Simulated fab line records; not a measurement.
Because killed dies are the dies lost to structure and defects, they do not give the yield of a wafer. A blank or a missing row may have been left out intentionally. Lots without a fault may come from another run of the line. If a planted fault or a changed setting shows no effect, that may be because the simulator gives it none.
Which tool was responsible? -- flow rit cmos -- 14 lots with 42 wafers sampled at 2 steps, on a route of 202 steps

== WHAT EACH GAUGE READ, for each wafer ==
RIT_M1_CD_MEAS_90: target cd 2600 nm.
lot,measured,on,cd nm (nm)
L471,day 3 17:58,cd sem-02,2603.2 2603.8 2604.1
L472,day 3 19:55,cd sem-01,2598.5 2600.2 2600.4
L473,day 4 00:10,cd sem-01,2600.8 2599.0 2600.2
L474,day 4 08:14,cd sem-01,2602.6 2601.8 2597.4
L476,day 4 12:04,cd sem-01,2596.5 2596.5 2599.5
L479,day 5 04:11,cd sem-01,2553.7 2554.7 2553.6
L482,day 5 18:42,cd sem-01,2554.7 2555.0 2555.5
L484,day 6 10:29,cd sem-02,2601.4 2602.1 2602.3
L486,day 6 22:40,cd sem-02,2601.5 2597.8 2597.4
L488,day 7 06:57,cd sem-02,2594.8 2598.0 2601.6
L490,day 7 13:06,cd sem-02,2599.0 2600.6 2600.4
L491,day 7 17:44,cd sem-01,2603.4 2600.7 2600.5
L493,day 8 00:59,cd sem-02,2596.5 2601.1 2600.1
L494,day 8 06:02,cd sem-02,2602.4 2600.5 2603.0

== WHICH TOOL RAN EACH LOT (tool, then ch and the chambers of the sampled wafers, then the start) ==
lot,RIT_M1_METAL_ETCH_12
L471,"rie metal-03 ch 1, day 3 17:27"
L472,"rie metal-04 ch 0,1, day 3 19:25"
L473,"rie metal-01 ch 0,1, day 3 23:40"
L474,"rie metal-03 ch 0,1, day 4 07:36"
L476,"rie metal-01 ch 0,1, day 4 11:33"
L479,"rie metal-01 ch 0,1, day 5 03:41"
L482,"rie metal-01 ch 0,1, day 5 18:11"
L484,"rie metal-04 ch 0,1, day 6 09:58"
L486,"rie metal-03 ch 0,1, day 6 22:09"
L488,"rie metal-03 ch 0,1, day 7 06:27"
L490,"rie metal-04 ch 0,1, day 7 12:35"
L491,"rie metal-03 ch 0,1, day 7 17:13"
L493,"rie metal-04 ch 0,1, day 8 00:28"
L494,"rie metal-03 ch 1, day 8 05:28"
- RIT_M1_METAL_ETCH_12: etches Al in Cl2/BCl3, stops on SiO2, time 165 s, target depth 600 nm.

== WHAT THE TOOLS THEMSELVES READ (means of the sampled wafers that have a number; where no wafer has one, the mark that the record gives instead) ==
RIT_M1_METAL_ETCH_12.
lot,tool,drypump motor current A (A),oes product au (a.u.),rf fwd power W (W),throttle valve pct (%)
L471,rie metal-03,5.43,0.784,248.5,8.37
L472,rie metal-04,5.88,0.780,249.2,8.42
L473,rie metal-01,5.72,0.786,250.1,8.23
L474,rie metal-03,5.48,0.789,248.3,8.26
L476,rie metal-01,5.74,0.767,249.4,8.16
L479,rie metal-01,5.72,0.773,422.9,8.22
L482,rie metal-01,5.75,0.772,424.7,8.15
L484,rie metal-04,5.94,0.777,249.8,8.40
L486,rie metal-03,5.59,0.785,248.5,8.16
L488,rie metal-03,5.50,0.777,248.9,8.27
L490,rie metal-04,5.89,0.796,249.4,8.42
L491,rie metal-03,5.50,0.782,248.7,8.28
L493,rie metal-04,5.89,0.790,248.9,8.42
L494,rie metal-03,5.41,0.780,249.1,8.36

== THE ANSWER, worked out from the rows above alone ==
Rule: the lots themselves supply what counts as usual. Put in order of their means at a reading, lots are off if they are a third of the lots or fewer, leave a main group of 4 or more, and stand apart from it by a gap of 3 or more times the standard deviation of the main group's means; of several such gaps the widest counts. A main group whose means are all the same, to the digits that the tables above print for the reading, isn't used. Also off: a lot with no number at a reading for which 4 or more lots have one. Where the step has rows for the other lots, those lots are counted as sound. First the gauges in route order, then the tools' own readings, where a lot's mean is used as printed above. At the first step where some lot is off, the reading lying furthest off is the one used; lots without a number count as furthest.
Off, at RIT_M1_CD_MEAS_90 on cd nm: L479, L482. The main group: mean 2600.3 nm, standard deviation 1.7.
If a tool, at a process step before that reading, ran all the lots that are off and no sound lot after the first of them, it fits. Not tried: the gauges at RIT_M1_CD_MEAS_90; whatever is off there is also off at RIT_M1_METAL_ETCH_12, on other tools, and gauge error can't account for it. One candidate fits, namely rie metal-01 at RIT_M1_METAL_ETCH_12. Its last sound lot is L476 (day 4 11:33), its first lot that is off L479 (day 5 03:41): a fault that began between those two fits.
On the lots that are off, the tool's own readings at RIT_M1_METAL_ETCH_12 differ by more than 5 times the standard deviation of the sound lots' means, which bears it out; rf fwd power W reads 423.8 W there versus 249.1 W on the sound lots.

== WHAT THE SIMULATOR HAD INSERTED ==
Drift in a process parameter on rie metal-01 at RIT_M1_METAL_ETCH_12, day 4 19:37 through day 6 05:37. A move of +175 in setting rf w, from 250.
Shown lots that were struck: L479, L482. This agrees with what the rule above found.
